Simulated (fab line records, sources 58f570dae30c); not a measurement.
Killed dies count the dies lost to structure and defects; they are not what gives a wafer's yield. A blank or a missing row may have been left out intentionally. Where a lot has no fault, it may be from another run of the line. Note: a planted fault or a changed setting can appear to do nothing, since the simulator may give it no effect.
Split-lot trial | flow berkeleyCmos170 | 23 wafers read from 5 lots, route of 331 steps

## ON THE SPLIT
At UCB170_SACOX_OXIDATION_01 (target thk 14.4 nm, ox time 2400 s), the setting oxTimeS was moved away from the recipe's 2400 s on 20 of the 23 wafers read, by -12.1% to +12.6%. This setting was run at the recipe's value on the other wafers.

The file shows no step between the split and the reading.

## THE READING
SACOX_OXIDE_THK (nm), taken at UCB170_SACOX_THK_MEAS_02. On this fab line, fault-free wafers typically give 14.60 nm with a standard deviation of 0.27 nm.

wafer  | tool, chamber at the split | oxTimeS as run, s | against the recipe | SACOX_OXIDE_THK, nm | against lot-mates on the recipe
L074.1 | -, -                       | 2539              | +5.8%              | 15.12               | no lot-mate on the recipe
L074.2 | -, -                       | 2539              | +5.8%              | 15.14               | no lot-mate on the recipe
L074.3 | -, -                       | 2539              | +5.8%              | 15.15               | no lot-mate on the recipe
L074.5 | -, -                       | 2539              | +5.8%              | 15.18               | no lot-mate on the recipe
L074.6 | -, -                       | 2539              | +5.8%              | 14.99               | no lot-mate on the recipe
L076.1 | furnace-01, 0              | 2400              | recipe             | 14.19               | -
L076.3 | furnace-01, 0              | 2400              | recipe             | 14.12               | -
L076.4 | furnace-01, 0              | 2400              | recipe             | 14.23               | -
L081.1 | -, -                       | 2110              | -12.1%             | 13.85               | no lot-mate on the recipe
L081.2 | -, -                       | 2110              | -12.1%             | 13.71               | no lot-mate on the recipe
L081.3 | -, -                       | 2110              | -12.1%             | 13.96               | no lot-mate on the recipe
L081.5 | -, -                       | 2110              | -12.1%             | 13.87               | no lot-mate on the recipe
L081.6 | -, -                       | 2110              | -12.1%             | 13.74               | no lot-mate on the recipe
L083.1 | -, -                       | 2680              | +11.7%             | 15.61               | no lot-mate on the recipe
L083.3 | -, -                       | 2680              | +11.7%             | 15.65               | no lot-mate on the recipe
L083.4 | -, -                       | 2680              | +11.7%             | 15.42               | no lot-mate on the recipe
L083.5 | -, -                       | 2680              | +11.7%             | 15.80               | no lot-mate on the recipe
L083.6 | -, -                       | 2680              | +11.7%             | 15.74               | no lot-mate on the recipe
L084.1 | -, -                       | 2703              | +12.6%             | 15.90               | no lot-mate on the recipe
L084.2 | -, -                       | 2703              | +12.6%             | 15.86               | no lot-mate on the recipe
L084.4 | -, -                       | 2703              | +12.6%             | 15.69               | no lot-mate on the recipe
L084.5 | -, -                       | 2703              | +12.6%             | 15.78               | no lot-mate on the recipe
L084.6 | -, -                       | 2703              | +12.6%             | 15.88               | no lot-mate on the recipe

THE FIT
A straight line over all 23 wafers: SACOX_OXIDE_THK changes by +0.0817 nm for each +1% of oxTimeS; r = +0.96; the points scatter about the line by 0.23 nm.
Too few moved wafers have a lot-mate on the recipe to fit a line with each lot's own level taken away.

## THE WHOLE CHAIN: every reading that the file lists as answering this split, in the file's order
step                      | what it does                       | reading                                                                           | change (the file's fit)                | r (the file's)
UCB170_SACOX_OXIDATION_01 | target thk 14.4 nm, ox time 2400 s | SiO2_of_SACOX_OXIDATION_01.thkNm (the simulator's own value, which no gauge read) | +0.0819 nm for each +1% of the setting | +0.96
UCB170_SACOX_THK_MEAS_02  |                                    | SACOX_OXIDE_THK                                                                   | +0.0817 for each +1% of the setting    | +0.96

## FILE'S OWN FIT
SACOX_OXIDE_THK changes by +0.0817 nm for each +1% of oxTimeS, r = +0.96.
